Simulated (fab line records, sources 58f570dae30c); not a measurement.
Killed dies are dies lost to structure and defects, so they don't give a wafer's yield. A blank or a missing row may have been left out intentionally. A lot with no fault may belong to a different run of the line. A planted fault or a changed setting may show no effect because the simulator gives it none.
2 desks, one fault -- flow berkeley cmos170 -- numbers are kept per desk, each desk with only its own; the story behind them comes last

== DESK OF THE TOOL OWNER: rie metal-01 ==
The tool's own readings at UCB170_M2_METAL_ETCH_18 (etches Al in Cl2/BCl3, stops on SiO2, target depth 1170 nm, time 195 s): means of the sampled wafers that have a number, for each lot that ran on this tool. If a lot's mean is further than 4 standard deviations from the usual mean, the lot is out of limits and carries the mark OUT (the distance appears in the brackets).
Columns: A = drypump motor current A at UCB170_M2_METAL_ETCH_18, usual 5.7 A; B = oes product au at UCB170_M2_METAL_ETCH_18, usual 0.855 a.u.; C = throttle valve pct at UCB170_M2_METAL_ETCH_18, usual 24.43 %
lot,first seen here,A,B,C
L167,day 8 02:09,5.8,0.851,24.19
L173,day 9 03:11,5.8,0.859,24.26
L176,day 10 03:22,5.9,0.858,24.19
L180,day 10 22:41,5.8,0.854,24.27
L185,day 11 13:10,5.9,0.856,24.19
L187,day 12 03:58,5.8,0.856,24.18
This desk's finding: nothing out of limits on any of the 6 lots.

== FROM THE METROLOGY DESK ==
Means of the sampled wafers that have a number, per lot and without regard to the tool the lot ran on: this is what the gauges read. If a lot's mean is further than 4 standard deviations from the usual mean, the lot is out of limits and carries the mark OUT (the distance appears in the brackets).
Columns: A = NSD_OVL at UCB170_NSD_OVL_MEAS_07, usual 1 nm; B = cd nm at UCB170_V2_CD_MEAS_12, usual 700.7 nm
lot,first seen here,A,B
L167,day 7 05:53,5,701.1
L171,day 8 05:13,-2,698.4
L173,day 8 05:56,2,701.3
L176,day 9 02:07,7,702.0
L175,day 9 02:35,5,700.8
L179,day 9 19:37,0,701.1
L177,day 9 19:53,1,700.8
L178,day 9 20:23,1,699.9
L180,day 9 20:37,11,699.3
L182,day 10 07:45,-2,698.9
L185,day 10 14:54,2,699.8
L187,day 11 08:05,-3,700.0
L188,day 11 08:20,1,700.4
L186,day 11 08:38,-1,702.2
This desk's finding: nothing out of limits on any of the 14 lots.

== BROUGHT TOGETHER ==
The tool owner's desk saw nothing out of limits.
From the metrology desk's view, nothing was out of limits.

== WHAT THE SIMULATOR HAD PUT IN ==
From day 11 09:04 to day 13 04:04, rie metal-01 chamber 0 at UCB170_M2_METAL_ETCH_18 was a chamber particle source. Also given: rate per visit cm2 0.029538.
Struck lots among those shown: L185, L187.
